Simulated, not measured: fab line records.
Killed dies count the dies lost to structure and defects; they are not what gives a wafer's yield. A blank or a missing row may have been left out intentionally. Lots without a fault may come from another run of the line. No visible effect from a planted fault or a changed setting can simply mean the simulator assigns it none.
Comparing a struck lot with a sound one + flow rit cmos + 14 steps out of a route of 202
Sound: the wafers L666.1, L666.3, L666.5. Wafers struck: L663.2, L663.4, L663.6. The cause is named last.
For every step that has rows: the tool of each side, followed by ch and its chambers, followed by its first start. Under that, the readings that differ: sound wafers + struck wafers + difference of the means + sigmas: that difference in standard deviations of wafers without a fault.
alike: readings with means less than 2 such deviations apart, plus words and numbers identical on both sides. not compared: withheld readings, readings lacking a value on some wafer, bounds such as >300 that could conceal the same value, and numbers that have no deviation in the record and whose values overlap.
Wherever a step has rows on one side only, a row that says differs or no value, or a row with sigmas, the two part there. Numbers that don't overlap but have no deviation are shown without sigmas and don't part them. Lack of a reading on every wafer of one side parts them only where that side has two or more wafers.

first, 2 steps without rows for these wafers: RIT_ACTIVE_CLEAN_17 (cleans in SC2, time 600 s); RIT_FOX1_OXIDATION_00 (target thk 350.7 nm, ox time 1130 s).
RIT_FOX1_THK_MEAS_01:
  struck on film metro-01, day 4 02:20; sound on film metro-04, day 4 17:41
  alike: FOX1_OXIDE_THK
then, 2 steps without rows for these wafers: RIT_FOX1_WET_ETCH_02 (etches SiO2 in BOE, target depth 350 nm, time 390 s); RIT_FOX2_OXIDATION_00 (target thk 350.7 nm, ox time 1158 s).
RIT_FOX2_THK_MEAS_01:
  struck on film metro-03, day 4 04:34; sound on film metro-04, day 4 19:13
  alike: FOX2_OXIDE_THK
then, 2 steps without rows for these wafers: RIT_FOX2_CLEAN_02 (cleans in dHF, time 180 s); RIT_FOX2_WET_ETCH_03 (etches Si3N4 in H3PO4, target depth 195 nm, time 2700 s).
RIT_FOX2_THK_MEAS_90:
  struck on film metro-03, day 4 05:26; sound on film metro-01, day 4 20:05
  alike: FIELD_OXIDE_LEFT_1_THK
then, 3 steps without rows for these wafers: RIT_NWELL_HMDS_00 (prime time 60 s); RIT_NWELL_COAT_01 (resist thk 1300 nm); RIT_NWELL_SOFTBAKE_02 (time 60 s).
RIT_NWELL_EXPOSE_03: exposes mask M2, target cd 43900 nm.
  struck on iline stepper-01, day 4 06:16; sound on iline stepper-01 ch 0, day 4 20:43
  no value came back on the struck wafers for exposure dose mJ cm2, focus offset nm (nm); on the sound wafers exposure dose mJ cm2 reads 249.99 249.54 249.68
  alike: mask
following that, these wafers have no rows for 1 step: RIT_NWELL_PEB_04.

== WHERE THEY PART ==
Only at RIT_NWELL_EXPOSE_03, within this record.

WHY: what had been put in by the simulator
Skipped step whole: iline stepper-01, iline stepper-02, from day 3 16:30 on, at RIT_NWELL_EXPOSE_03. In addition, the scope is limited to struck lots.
